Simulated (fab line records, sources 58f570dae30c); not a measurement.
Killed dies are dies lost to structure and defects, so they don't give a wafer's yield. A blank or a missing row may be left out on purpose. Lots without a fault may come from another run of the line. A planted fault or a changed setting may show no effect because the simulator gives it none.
Which tool did it? | flow berkeley_cmos170 | 6 lots, 18 wafers sampled, at 4 steps of a route of 331

WHAT THE GAUGES READ, wafer by wafer
UCB170_GATE_CD_MEAS_90: target cd 350 nm.
lot  | measured     | on        | cd_nm (nm)
L407 | day 6 08:38  | cd_sem-01 | 351.1 350.7 349.8
L408 | day 6 17:04  | cd_sem-02 | 352.0 352.3 351.4
L419 | day 9 06:54  | cd_sem-02 | 350.3 345.1 348.2
L422 | day 9 15:35  | cd_sem-02 | 349.3 347.9 349.0
L425 | day 10 16:05 | cd_sem-01 | 347.9 347.9 349.3
L428 | day 10 22:50 | cd_sem-01 | 351.5 349.9 351.2

WHICH TOOL RAN EACH LOT (tool, then ch and the chambers of the sampled wafers, then the start)
lot  | UCB170_NWELL_ETCH_13              | UCB170_PVT_STRIP_08                  | UCB170_GATE_ETCH_14
L407 | rie_diel-04 ch 0,3, day 2 11:44   | plasma_asher-04 ch 0,1, day 5 20:12  | rie_diel-02 ch 0,3, day 6 08:25
L408 | rie_diel-03 ch 2,3, day 2 18:47   | plasma_asher-03 ch 0,1, day 6 02:47  | rie_diel-02 ch 0,3, day 6 16:50
L419 | rie_diel-03 ch 2,3, day 5 05:16   | plasma_asher-03 ch 0,1, day 8 16:08  | rie_diel-01 ch 0,2,3, day 9 06:41
L422 | rie_diel-03 ch 0,3, day 5 13:53   | plasma_asher-03 ch 0,1, day 9 02:55  | rie_diel-02 ch 0,3, day 9 15:20
L425 | rie_diel-04 ch 0,2,3, day 6 05:35 | plasma_asher-01 ch 0,1, day 10 02:50 | rie_diel-02 ch 0,1,3, day 10 15:53
L428 | rie_diel-04 ch 0,2,3, day 6 21:59 | plasma_asher-01 ch 0,1, day 10 12:57 | rie_diel-03 ch 0,1,3, day 10 22:38
- UCB170_NWELL_ETCH_13: etches Si3N4 in CH3F/Ar/O2, stops on SiO2, target depth 246.4 nm, time 154 s.
- UCB170_PVT_STRIP_08: strips in O2.
- UCB170_GATE_ETCH_14: etches BARC in N2/H2.

THE ANSWER, worked out from the rows above alone
Rule: what is usual is taken from the lots themselves. Put in order of their means at a reading, lots are off if they are a third of the lots or fewer, leave a main group of 4 or more, and stand apart from it by a gap of 3 or more times the standard deviation of the main group's means; of several such gaps the widest counts. A main group whose means are all the same, to the digits that the tables above print for the reading, isn't used. A lot without any number at a reading at which 4 lots or more have one is off too. The other lots that the step has rows for count as sound.
No lot is off at any reading shown: from this, nothing can be told.

WHAT THE SIMULATOR HAD PUT IN
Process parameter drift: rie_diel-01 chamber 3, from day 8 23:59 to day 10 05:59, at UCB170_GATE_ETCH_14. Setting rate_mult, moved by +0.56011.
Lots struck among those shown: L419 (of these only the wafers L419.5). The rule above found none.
